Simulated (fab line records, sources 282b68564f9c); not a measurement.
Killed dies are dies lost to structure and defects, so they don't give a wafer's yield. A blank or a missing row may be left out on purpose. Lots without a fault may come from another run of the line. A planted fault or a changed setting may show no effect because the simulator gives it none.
Split-lot experiment | flow rit_cmos | 5 lots, 23 wafers read, on a route of 202 steps

THE SPLIT
At RIT_NLDD_SOFTBAKE_02 (time 60 s), the setting temp_c was moved away from the recipe's 90 C on 7 of the 23 wafers read, by -3.8% to +3.9%. The other wafers ran this setting at the recipe's value.

FROM THE SPLIT TO THE READING: what the file shows between them, 2 steps
- RIT_NLDD_EXPOSE_03: exposes mask M7, target cd 40700 nm
- RIT_NLDD_PEB_04

THE READING
NOVOLAK_of_NLDD_COAT_01.thk_nm (the simulator's own value, which no gauge read), in nm, at RIT_NLDD_DEVELOP_05 (develop time 50 s). The file gives no usual value for it. The 16 wafers here that ran the recipe average 1000.8 nm, standard deviation 3.7 nm.

wafer  | tool, chamber at the split | temp_c as run, C | against the recipe | NOVOLAK_of_NLDD_COAT_01.thk_nm, nm | against lot-mates on the recipe
L075.1 | litho_track-03, 0          | 90               | recipe             | 995.9                              | -
L075.3 | litho_track-03, 0          | 90               | recipe             | 998.7                              | -
L075.5 | litho_track-03, 0          | 90               | recipe             | 999.7                              | -
L076.2 | litho_track-02, 0          | 90               | recipe             | 995.5                              | -
L076.3 | litho_track-02, 0          | 90               | recipe             | 996.6                              | -
L076.4 | litho_track-02, 0          | 86.77            | -3.6%              | 1005                               | +9.8
L076.5 | litho_track-02, 0          | 90               | recipe             | 993.6                              | -
L076.6 | litho_track-02, 0          | 86.77            | -3.6%              | 1004                               | +8.8
L077.1 | litho_track-03, 0          | 86.61            | -3.8%              | 1012                               | +8.3
L077.3 | litho_track-03, 0          | 90               | recipe             | 1004                               | -
L077.4 | litho_track-03, 0          | 90               | recipe             | 1005                               | -
L077.5 | litho_track-03, 0          | 86.61            | -3.8%              | 1010                               | +6.3
L077.6 | litho_track-03, 0          | 90               | recipe             | 1002                               | -
L082.1 | litho_track-03, 0          | 90               | recipe             | 1003                               | -
L082.2 | litho_track-03, 0          | 90               | recipe             | 1003                               | -
L082.4 | litho_track-03, 0          | 90               | recipe             | 1007                               | -
L082.5 | litho_track-03, 0          | 90               | recipe             | 1002                               | -
L082.6 | litho_track-03, 0          | 90               | recipe             | 1004                               | -
L083.1 | litho_track-02, 0          | 90               | recipe             | 1002                               | -
L083.2 | litho_track-02, 0          | 93.47            | +3.9%              | 993.2                              | -7.8
L083.3 | litho_track-02, 0          | 93.47            | +3.9%              | 994.1                              | -6.9
L083.5 | litho_track-02, 0          | 90               | recipe             | 1000                               | -
L083.6 | litho_track-02, 0          | 93.47            | +3.9%              | 989.2                              | -11.8

THE FIT
A straight line over all 23 wafers: NOVOLAK_of_NLDD_COAT_01.thk_nm changes by -2.07 nm for each +1% of temp_c; r = -0.78; the points scatter about the line by 3.6 nm.
The same after taking each lot's own level away (the mean of its wafers on the recipe; 23 wafers): -2.27 nm for each +1%; r = -0.95; scatter 1.6 nm.
On that fit, the largest move of temp_c shifts the reading by 8.7 nm.
The lots' own levels span 995.23 to 1003.80 nm, that is 2.3 times the standard deviation above.
So the lot-to-lot level blurs the effect unless lot-mates are compared.
Check: with one of the wafers moved furthest among these (+3.9%) left out of the fit, the line predicts -9.02 nm for it against its lot-mates. It came out at -7.8 nm against them.

OTHER SPLITS ON THESE WAFERS
These wafers also went through other splits before the reading. Each is held against what the fit with the lots' levels taken away leaves over:
other split on the same wafers      | wafers away from the commonest value | r with NOVOLAK_of_NLDD_COAT_01.thk_nm (lot level and that fit taken away)
RIT_ACTIVE_OXIDATION_01 temp_c      | 18                                   | -0.05
RIT_ACTIVE_COAT_06 spin_rpm         | 7                                    | -0.09
RIT_ACTIVE_ETCH_13 over_etch_frac   | 5                                    | +0.19
RIT_FOX2_OXIDATION_00 temp_c        | 15                                   | -0.18
RIT_NWELL_COAT_01 resist_thk_nm     | 9                                    | -0.12
RIT_NWELL_DEVELOP_05 develop_time_s | 9                                    | +0.14
RIT_NRETRO_IMPLANT_08 dose_cm2      | 4                                    | -0.06
RIT_PRETRO_IMPLANT_08 energy_kev    | 9                                    | +0.17
RIT_GATE_OXIDATION_05 temp_c        | 18                                   | -0.15
RIT_GATE_DEVELOP_15 develop_time_s  | 10                                   | -0.13

THE FILE'S OWN FIT
NOVOLAK_of_NLDD_COAT_01.thk_nm changes by -2.33 nm for each +1% of temp_c, r = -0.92.
